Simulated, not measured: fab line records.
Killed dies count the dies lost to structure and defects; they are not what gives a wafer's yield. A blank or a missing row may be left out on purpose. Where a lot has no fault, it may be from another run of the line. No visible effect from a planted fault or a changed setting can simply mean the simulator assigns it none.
Code-filled problem report in 8D (eight disciplines) form :: flow rit_cmos :: the parts of the form that need people (team, actions taken, sign-off) are left out

1. THE ISSUE
Wafers without a fault read 627 s, standard deviation 3.2; run_length_s at RIT_CONTACT_CLEAN_13 reads a mean of 724 s on 9 wafers belonging to 3 lots. Relative to the usual mean, that is a shift of +30 standard deviations.
The step: cleans in SC1, time 600 s.
First observed at day 4 00:37: wafer L321.1, on wet_bench-02. The record has a number at this step for 45 wafers belonging to 15 lots. Rule for "out" (also "out of limits"): further than 4 standard deviations from the usual mean. The rest of the wafers with a number are treated as sound.

2. WHAT IT IS AND WHAT IT IS NOT
question: which readings at this step
is: run_length_s
is not: -

question: which lots
is: L321, L323, L324
is not: L317, L319, L322, L326, L331, L333, L334, L335, L336, L337, L338, L340

question: which wafers of those lots
is: all that have a number
is not: -

question: read on which tools
is: wet_bench-02
is not: wet_bench-01, wet_bench-03

question: when
is: from day 4 00:37
is not: up to then (6 sound wafers); but 30 sound wafers of L322, L326, L331, L333, L334, L335, L336, L337, L338, L340 came after

3. THE SUSPECTS, EACH WITH WHAT RULES IT OUT
Counting: any tool at a process step up to the reading is kept as a suspect provided that every lot that is out went through it and no sound lot did after the first of them.
- wet_bench-02 at RIT_CONTACT_CLEAN_13 (cleans in SC1, time 600 s): ruled out as a lasting fault. Sound lots L334, L336, L337 ran on it after its first lot that is out, L321 (day 4 00:37).
Left after counting: nothing in the record.

4. THE CAUSE (what the simulator had put in)
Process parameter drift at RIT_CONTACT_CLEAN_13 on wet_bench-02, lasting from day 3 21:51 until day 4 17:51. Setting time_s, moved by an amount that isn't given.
Counting ruled it out, wrongly.

5. THE EFFECT CHAIN, in route order
Rows list readings where the struck wafers' mean (over those with a number) sits beyond 3 standard deviations from the usual. Only readings for which the record gives a usual standard deviation are gone through. hours: the time from each lot's start at the first step in this table that gives one to its start at this step, as a median over the lots. sigmas: the change in usual standard deviations.
hours: 0
step: RIT_CONTACT_CLEAN_13
reading: run_length_s
usual: 627 s
on struck wafers: 724
change: +97
sigmas: +30
The process steps in it:
- RIT_CONTACT_CLEAN_13: cleans in SC1, time 600 s.

6. HOW IT WOULD HAVE BEEN CAUGHT EARLIER
The fault began at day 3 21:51; the first out-of-limits reading in this record came at day 4 00:37, 3 hours later.
